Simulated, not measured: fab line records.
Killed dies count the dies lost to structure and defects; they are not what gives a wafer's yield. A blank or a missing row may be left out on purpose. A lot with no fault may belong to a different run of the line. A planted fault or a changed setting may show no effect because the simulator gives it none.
Which of the tools did it? ; flow berkeley-cmos170 ; Sampling: 7 lots, 21 wafers, 3 of 331 route steps

WHAT THE GAUGES SHOWED, per wafer
UCB170_M3_THK_MEAS_03: measures by xrf.
lot;measured;on;M3_AL_THK (nm)
L325;day 8 00:32;film-metro-03;919 911 923
L327;day 8 09:17;film-metro-01;889 888 891
L333;day 10 01:27;film-metro-01;917 908 906
L335;day 10 00:11;film-metro-02;892 897 898
L339;day 11 01:40;film-metro-02;903 897 894
L342;day 11 05:35;film-metro-02;898 890 902
L346;day 12 13:18;film-metro-03;902 895 903

WHICH TOOL RAN EACH LOT (tool, then ch and the chambers of the sampled wafers, then the start)
lot;UCB170_ZERO_ETCH_06;UCB170_PWELL_IMPLANT_15
L325;rie-diel-02 ch 0,1,3, day 2 05:51;implanter-02 ch 0, day 3 09:06
L327;rie-diel-03 ch 0,3, day 2 15:31;implanter-02 ch 0, day 3 20:02
L333;rie-diel-02 ch 1,2,3, day 4 00:34;implanter-01 ch 0, day 5 08:17
L335;rie-diel-02 ch 0,2, day 4 11:13;implanter-04 ch 0, day 5 15:54
L339;rie-diel-04 ch 0,1,3, day 5 03:26;implanter-01 ch 0, day 6 09:34
L342;rie-diel-04 ch 0,1,2, day 5 19:13;implanter-01 ch 0, day 6 23:32
L346;rie-diel-02 ch 1,2, day 6 15:07;implanter-04 ch 0, day 7 18:50
- UCB170_ZERO_ETCH_06: etches SiO2 in CHF3/CF4/Ar, time 12 s.
- UCB170_PWELL_IMPLANT_15

THE ANSWER, worked out from the rows above alone
Rule: what is usual is taken from the lots themselves. The widest of any qualifying gaps counts: lots, ordered by their means at a reading, are off when they make up no more than a third of the lots, leave a main group of 4 or more, and stand apart from it by 3 or more times the standard deviation of that group's means. A main group whose means are all the same, to the digits that the tables above print for the reading, isn't used. A lot without any number at a reading at which 4 lots or more have one is off too. Where the step has rows for the other lots, those lots are counted as sound.
Across all readings shown, no lot is off: no conclusion can be drawn from this.

WHAT THE SIMULATOR HAD PUT IN
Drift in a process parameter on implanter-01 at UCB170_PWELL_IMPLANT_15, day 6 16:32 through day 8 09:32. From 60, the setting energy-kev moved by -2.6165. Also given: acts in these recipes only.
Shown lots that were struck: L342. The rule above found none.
